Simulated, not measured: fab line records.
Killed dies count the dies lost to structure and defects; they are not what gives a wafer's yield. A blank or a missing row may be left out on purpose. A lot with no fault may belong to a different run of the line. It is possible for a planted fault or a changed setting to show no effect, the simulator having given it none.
What tool caused it? -- flow berkeleyCmos170 -- 14 lots, 42 wafers sampled, at 4 steps of a route of 331

WHAT THE GAUGES SHOWED, per wafer
UCB170_M2_RS_MEAS_02: a four-point-probe measurement.
lot,measured,on,M2_AL_RS (ohm/sq)
L661,day 9 01:39,filmMetro-03,0.0321 0.0317 0.0319
L662,day 9 01:19,filmMetro-04,0.0321 0.0322 0.0323
L663,day 9 07:04,filmMetro-02,0.0317 0.0322 0.0320
L665,day 9 16:20,filmMetro-03,0.0323 0.0322 0.0320
L666,day 9 14:47,filmMetro-04,0.0313 0.0316 0.0313
L667,day 9 16:28,filmMetro-02,0.0314 0.0317 0.0316
L668,day 10 02:43,filmMetro-04,0.0326 0.0327 0.0326
L670,day 10 07:22,filmMetro-02,0.0316 0.0315 0.0320
L671,day 10 14:55,filmMetro-03,0.0319 0.0321 0.0322
L673,day 11 04:22,filmMetro-03,0.0323 0.0324 0.0320
L678,day 12 05:52,filmMetro-02,0.0317 0.0326 0.0320
L679,day 12 10:01,filmMetro-03,0.0320 0.0320 0.0321
L683,day 13 17:44,filmMetro-03,0.0318 0.0324 0.0326
L684,day 13 15:04,filmMetro-04,0.0320 0.0321 0.0323

UCB170_M2_THK_MEAS_03: measures by xrf.
lot,measured,on,M2_AL_THK (nm)
L661,day 9 01:46,filmMetro-03,893 906 904
L662,day 9 01:26,filmMetro-04,888 885 888
L663,day 9 07:11,filmMetro-02,900 887 891
L665,day 9 16:27,filmMetro-03,890 893 896
L666,day 9 14:55,filmMetro-04,918 907 910
L667,day 9 16:35,filmMetro-02,909 899 901
L668,day 10 02:49,filmMetro-04,883 882 878
L670,day 10 07:29,filmMetro-02,896 899 889
L671,day 10 15:01,filmMetro-03,897 893 890
L673,day 11 04:29,filmMetro-03,897 890 899
L678,day 12 05:59,filmMetro-02,899 869 889
L679,day 12 10:08,filmMetro-03,894 892 888
L683,day 13 17:52,filmMetro-03,899 891 884
L684,day 13 15:10,filmMetro-04,897 894 886

UCB170_M3_CD_MEAS_15 targets a cd of 700 nm.
lot,measured,on,cdNm (nm)
L661,day 9 10:16,cdSem-01,698.7 699.9 697.9
L662,day 9 09:07,cdSem-01,698.7 700.0 699.6
L663,day 9 15:01,cdSem-02,700.8 701.7 701.4
L665,day 9 23:59,cdSem-02,697.9 699.9 698.9
L666,day 9 22:15,cdSem-01,700.6 700.1 700.9
L667,day 10 00:33,cdSem-02,699.4 699.3 701.1
L668,day 10 10:45,cdSem-02,702.5 701.6 702.3
L670,day 10 15:39,cdSem-02,701.7 701.8 700.9
L671,day 11 02:34,cdSem-02,698.8 699.5 700.5
L673,day 11 11:48,cdSem-01,699.8 701.3 700.2
L678,day 12 17:05,cdSem-01,698.7 699.5 700.5
L679,day 12 21:40,cdSem-02,698.7 699.0 699.3
L683,day 14 03:37,cdSem-01,701.5 701.0 702.3
L684,day 13 22:35,cdSem-01,703.5 702.4 700.7

EACH LOT AND THE TOOL THAT RAN IT (in order: tool; ch and the chambers of the sampled wafers; start)
lot,UCB170_START_OXIDATION_02
L661,"furnace-01 ch 0, day 1 14:46"
L662,"furnace-02 ch 0, day 1 18:02"
L663,"furnace-02 ch 0, day 1 23:53"
L665,"furnace-02 ch 0, day 2 10:44"
L666,"furnace-04 ch 0, day 2 14:09"
L667,"furnace-02 ch 0, day 2 19:05"
L668,"furnace-01 ch 0, day 3 03:52"
L670,"furnace-01 ch 0, day 3 11:58"
L671,"furnace-02 ch 0, day 3 16:19"
L673,"furnace-01 ch 0, day 4 02:29"
L678,"furnace-02 ch 0, day 5 04:17"
L679,"furnace-02 ch 0, day 5 04:17"
L683,"furnace-01 ch 0, day 6 03:18"
L684,"furnace-01 ch 0, day 6 11:33"
- UCB170_START_OXIDATION_02: target thk 20 nm, ox time 1800 s.

AS READ BY THE TOOLS THEMSELVES (means over the sampled wafers that have a number; for cases with no such wafer, the mark the record gives instead)
UCB170_START_OXIDATION_02.
lot,tool,zonePowerSourcePct (%)
L661,furnace-01,27.1
L662,furnace-02,24.0
L663,furnace-02,24.1
L665,furnace-02,24.1
L666,furnace-04,29.6
L667,furnace-02,24.0
L668,furnace-01,27.2
L670,furnace-01,27.1
L671,furnace-02,24.3
L673,furnace-01,27.2
L678,furnace-02,24.1
L679,furnace-02,24.2
L683,furnace-01,27.0
L684,furnace-01,27.4

THE ANSWER, worked out from the rows above alone
Rule: what is usual is taken from the lots themselves. Put in order of their means at a reading, lots are off if they are a third of the lots or fewer, leave a main group of 4 or more, and stand apart from it by a gap of 3 or more times the standard deviation of the main group's means; of several such gaps the widest counts. A main group is skipped when, at the precision printed for the reading in the tables above, its means are all equal. Also off: a lot with no number at a reading for which 4 or more lots have one. All remaining lots with rows at the step are treated as sound. The gauges are gone through in route order, then the tools' own readings, and for those a lot's mean is taken as printed above. The first step at which some lot is off is used, and at that step the reading that is off furthest; a lot without a number counts as furthest.
None of the lots is off at any reading shown; this tells nothing.

WHAT THE SIMULATOR HAD PUT IN
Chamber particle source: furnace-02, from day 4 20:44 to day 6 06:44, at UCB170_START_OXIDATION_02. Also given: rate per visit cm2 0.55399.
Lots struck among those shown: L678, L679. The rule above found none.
